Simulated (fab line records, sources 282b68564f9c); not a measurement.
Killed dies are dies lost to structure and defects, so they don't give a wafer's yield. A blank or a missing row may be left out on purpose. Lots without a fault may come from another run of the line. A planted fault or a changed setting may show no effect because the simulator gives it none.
Split-lot experiment | flow rit_cmos | 5 lots, 23 wafers read, on a route of 202 steps

THE SPLIT
At RIT_ACTIVE_DEVELOP_10 (develop time 50 s), the setting develop_time_s was moved away from the recipe's 50 s on 8 of the 23 wafers read, by -13.5% to +9.5%. The other wafers ran this setting at the recipe's value.

FROM THE SPLIT TO THE READING: what the file shows between them, 1 step
- RIT_ACTIVE_HARDBAKE_12: time 60 s

THE READING
ACTIVE.cd_nm (the simulator's own value, which no gauge read), in nm, at RIT_ACTIVE_ETCH_13 (etches Si3N4 in SF6, stops on SiO2, time 210 s, target depth 210 nm). The file gives no usual value for it. The 15 wafers here that ran the recipe average 1399 nm, standard deviation 2.2 nm.

wafer  | tool, chamber at the split | develop_time_s as run, s | against the recipe | ACTIVE.cd_nm, nm | against lot-mates on the recipe
L074.1 | litho_track-04, 0          | 50                       | recipe             | 1398             | -
L074.2 | litho_track-04, 0          | 50                       | recipe             | 1398             | -
L074.3 | litho_track-04, 0          | 50                       | recipe             | 1399             | -
L074.5 | litho_track-04, 0          | 50                       | recipe             | 1402             | -
L074.6 | litho_track-04, 0          | 50                       | recipe             | 1399             | -
L075.1 | litho_track-03, 0          | 54.75                    | +9.5%              | 1392             | -7
L075.2 | litho_track-03, 0          | 50                       | recipe             | 1397             | -
L075.4 | litho_track-03, 0          | 54.75                    | +9.5%              | 1395             | -4
L075.5 | litho_track-03, 0          | 50                       | recipe             | 1396             | -
L075.6 | litho_track-03, 0          | 50                       | recipe             | 1405             | -
L076.2 | litho_track-03, 0          | 50                       | recipe             | 1399             | -
L076.3 | litho_track-03, 0          | 43.26                    | -13.5%             | 1412             | +13
L076.4 | litho_track-03, 0          | 43.26                    | -13.5%             | 1415             | +16
L076.5 | litho_track-03, 0          | 43.26                    | -13.5%             | 1414             | +15
L076.6 | litho_track-03, 0          | 50                       | recipe             | 1399             | -
L080.1 | litho_track-03, 0          | 50                       | recipe             | 1397             | -
L080.3 | litho_track-03, 0          | 53.89                    | +7.8%              | 1390             | -8
L080.4 | litho_track-03, 0          | 53.89                    | +7.8%              | 1393             | -4
L080.5 | litho_track-03, 0          | 50                       | recipe             | 1398             | -
L080.6 | litho_track-03, 0          | 53.89                    | +7.8%              | 1396             | -2
L081.2 | litho_track-01, 0          | 50                       | recipe             | 1400             | -
L081.3 | litho_track-01, 0          | 50                       | recipe             | 1399             | -
L081.5 | litho_track-01, 0          | 50                       | recipe             | 1397             | -

THE FIT
A straight line over all 23 wafers: ACTIVE.cd_nm changes by -0.925 nm for each +1% of develop_time_s; r = -0.93; the points scatter about the line by 2.5 nm.
The same after taking each lot's own level away (the mean of its wafers on the recipe; 23 wafers): -0.894 nm for each +1%; r = -0.92; scatter 2.5 nm.
On that fit, the largest move of develop_time_s shifts the reading by 12 nm.
The lots' own levels span 1397.5 to 1399.3 nm, that is 0.9 times the standard deviation above.
So the lot-to-lot level changes the slope little: the two slopes agree.
Check: with one of the wafers moved furthest among these (-13.5%) left out of the fit, the line predicts +12.9 nm for it against its lot-mates. It came out at +13 nm against them.

OTHER SPLITS ON THESE WAFERS
These wafers also went through other splits before the reading. Each is held against what the fit with the lots' levels taken away leaves over:
other split on the same wafers   | wafers away from the commonest value | r with ACTIVE.cd_nm (lot level and that fit taken away)
RIT_ACTIVE_COAT_06 resist_thk_nm | 4                                    | +0.61

THE FILE'S OWN FIT
ACTIVE.cd_nm changes by -0.862 nm for each +1% of develop_time_s, r = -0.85.
